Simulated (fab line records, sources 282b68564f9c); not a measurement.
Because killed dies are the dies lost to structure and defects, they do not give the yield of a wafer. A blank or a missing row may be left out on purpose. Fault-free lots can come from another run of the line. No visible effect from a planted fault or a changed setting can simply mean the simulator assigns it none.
Split-lot trial / flow rit-cmos / 23 wafers read from 5 lots, route of 202 steps

## ABOUT THE SPLIT
At RIT_GATE_CVD_08 (deposits poly-Si from SiH4, target thk 250 nm, time 2220 s), the setting pressure-mtorr was moved away from the recipe's 300 mTorr on 20 of the 23 wafers read, by -13.2% to +12.2%. This setting was run at the recipe's value on the other wafers.

No step appears in the file between the split and the reading.

## THE READING
At RIT_GATE_THK_MEAS_09: GATE_POLY_THK, given in nm. Typical for fault-free wafers on this fab line: 249.8 nm, with standard deviation 2.2 nm.

wafer=L074.3; tool, chamber at the split=lpcvd-02, 1; pressure-mtorr as run, mTorr=300; against the recipe=recipe; GATE_POLY_THK, nm=247.4; against lot-mates on the recipe=-
wafer=L074.4; tool, chamber at the split=lpcvd-02, 1; pressure-mtorr as run, mTorr=300; against the recipe=recipe; GATE_POLY_THK, nm=248.9; against lot-mates on the recipe=-
wafer=L074.6; tool, chamber at the split=lpcvd-02, 1; pressure-mtorr as run, mTorr=300; against the recipe=recipe; GATE_POLY_THK, nm=247.4; against lot-mates on the recipe=-
wafer=L075.1; tool, chamber at the split=-, -; pressure-mtorr as run, mTorr=336.7; against the recipe=+12.2%; GATE_POLY_THK, nm=259.6; against lot-mates on the recipe=no lot-mate on the recipe
wafer=L075.3; tool, chamber at the split=-, -; pressure-mtorr as run, mTorr=336.7; against the recipe=+12.2%; GATE_POLY_THK, nm=260.3; against lot-mates on the recipe=no lot-mate on the recipe
wafer=L075.4; tool, chamber at the split=-, -; pressure-mtorr as run, mTorr=336.7; against the recipe=+12.2%; GATE_POLY_THK, nm=261.0; against lot-mates on the recipe=no lot-mate on the recipe
wafer=L075.5; tool, chamber at the split=-, -; pressure-mtorr as run, mTorr=336.7; against the recipe=+12.2%; GATE_POLY_THK, nm=260.5; against lot-mates on the recipe=no lot-mate on the recipe
wafer=L075.6; tool, chamber at the split=-, -; pressure-mtorr as run, mTorr=336.7; against the recipe=+12.2%; GATE_POLY_THK, nm=260.9; against lot-mates on the recipe=no lot-mate on the recipe
wafer=L077.1; tool, chamber at the split=-, -; pressure-mtorr as run, mTorr=321.5; against the recipe=+7.2%; GATE_POLY_THK, nm=259.5; against lot-mates on the recipe=no lot-mate on the recipe
wafer=L077.2; tool, chamber at the split=-, -; pressure-mtorr as run, mTorr=321.5; against the recipe=+7.2%; GATE_POLY_THK, nm=259.3; against lot-mates on the recipe=no lot-mate on the recipe
wafer=L077.3; tool, chamber at the split=-, -; pressure-mtorr as run, mTorr=321.5; against the recipe=+7.2%; GATE_POLY_THK, nm=259.2; against lot-mates on the recipe=no lot-mate on the recipe
wafer=L077.4; tool, chamber at the split=-, -; pressure-mtorr as run, mTorr=321.5; against the recipe=+7.2%; GATE_POLY_THK, nm=257.9; against lot-mates on the recipe=no lot-mate on the recipe
wafer=L077.6; tool, chamber at the split=-, -; pressure-mtorr as run, mTorr=321.5; against the recipe=+7.2%; GATE_POLY_THK, nm=259.6; against lot-mates on the recipe=no lot-mate on the recipe
wafer=L082.1; tool, chamber at the split=-, -; pressure-mtorr as run, mTorr=260.3; against the recipe=-13.2%; GATE_POLY_THK, nm=232.9; against lot-mates on the recipe=no lot-mate on the recipe
wafer=L082.2; tool, chamber at the split=-, -; pressure-mtorr as run, mTorr=260.3; against the recipe=-13.2%; GATE_POLY_THK, nm=234.4; against lot-mates on the recipe=no lot-mate on the recipe
wafer=L082.3; tool, chamber at the split=-, -; pressure-mtorr as run, mTorr=260.3; against the recipe=-13.2%; GATE_POLY_THK, nm=232.6; against lot-mates on the recipe=no lot-mate on the recipe
wafer=L082.5; tool, chamber at the split=-, -; pressure-mtorr as run, mTorr=260.3; against the recipe=-13.2%; GATE_POLY_THK, nm=232.4; against lot-mates on the recipe=no lot-mate on the recipe
wafer=L082.6; tool, chamber at the split=-, -; pressure-mtorr as run, mTorr=260.3; against the recipe=-13.2%; GATE_POLY_THK, nm=232.2; against lot-mates on the recipe=no lot-mate on the recipe
wafer=L085.1; tool, chamber at the split=-, -; pressure-mtorr as run, mTorr=284.4; against the recipe=-5.2%; GATE_POLY_THK, nm=246.4; against lot-mates on the recipe=no lot-mate on the recipe
wafer=L085.2; tool, chamber at the split=-, -; pressure-mtorr as run, mTorr=284.4; against the recipe=-5.2%; GATE_POLY_THK, nm=242.7; against lot-mates on the recipe=no lot-mate on the recipe
wafer=L085.3; tool, chamber at the split=-, -; pressure-mtorr as run, mTorr=284.4; against the recipe=-5.2%; GATE_POLY_THK, nm=246.1; against lot-mates on the recipe=no lot-mate on the recipe
wafer=L085.4; tool, chamber at the split=-, -; pressure-mtorr as run, mTorr=284.4; against the recipe=-5.2%; GATE_POLY_THK, nm=248.9; against lot-mates on the recipe=no lot-mate on the recipe
wafer=L085.5; tool, chamber at the split=-, -; pressure-mtorr as run, mTorr=284.4; against the recipe=-5.2%; GATE_POLY_THK, nm=248.0; against lot-mates on the recipe=no lot-mate on the recipe

THE FIT
A straight line over all 23 wafers: GATE_POLY_THK changes by +1.09 nm for each +1% of pressure-mtorr; r = +0.97; the points scatter about the line by 2.6 nm.
Too few moved wafers have a lot-mate on the recipe to fit a line with each lot's own level taken away.

## THE WHOLE CHAIN: every reading that the file lists as answering this split, in the file's order
step=RIT_GATE_CVD_08; what it does=deposits poly-Si from SiH4, target thk 250 nm, time 2220 s; reading=poly-Si_of_GATE_CVD_08.thk-nm (the simulator's own value, which no gauge read); change (the file's fit)=+1.09 nm for each +1% of the setting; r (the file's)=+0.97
step=RIT_GATE_THK_MEAS_09; what it does=; reading=GATE_POLY_THK; change (the file's fit)=+1.09 for each +1% of the setting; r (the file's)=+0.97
step=RIT_GATE_ETCH_19; what it does=etches poly-Si in SF6/CHF3/O2, stops on SiO2, time 165 s, target depth 312.5 nm; reading=etch.depth-nm (the simulator's own value, which no gauge read); change (the file's fit)=+1.04 nm for each +1% of the setting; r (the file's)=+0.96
step=RIT_GATE_ETCH_19; what it does=etches poly-Si in SF6/CHF3/O2, stops on SiO2, time 165 s, target depth 312.5 nm; reading=GATE.feature-depth-nm (the simulator's own value, which no gauge read); change (the file's fit)=+1.09 nm for each +1% of the setting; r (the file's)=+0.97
step=RIT_SPACER_ETCHBACK_05; what it does=etches Si3N4 in SF6/CHF3, stops on SiO2, target depth 250 nm, time 240 s; reading=poly-Si_of_GATE_CVD_08.thk-nm (the simulator's own value, which no gauge read); change (the file's fit)=+1.03 nm for each +1% of the setting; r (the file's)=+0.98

## FILE'S OWN FIT
GATE_POLY_THK changes by +1.09 nm for each +1% of pressure-mtorr, r = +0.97.
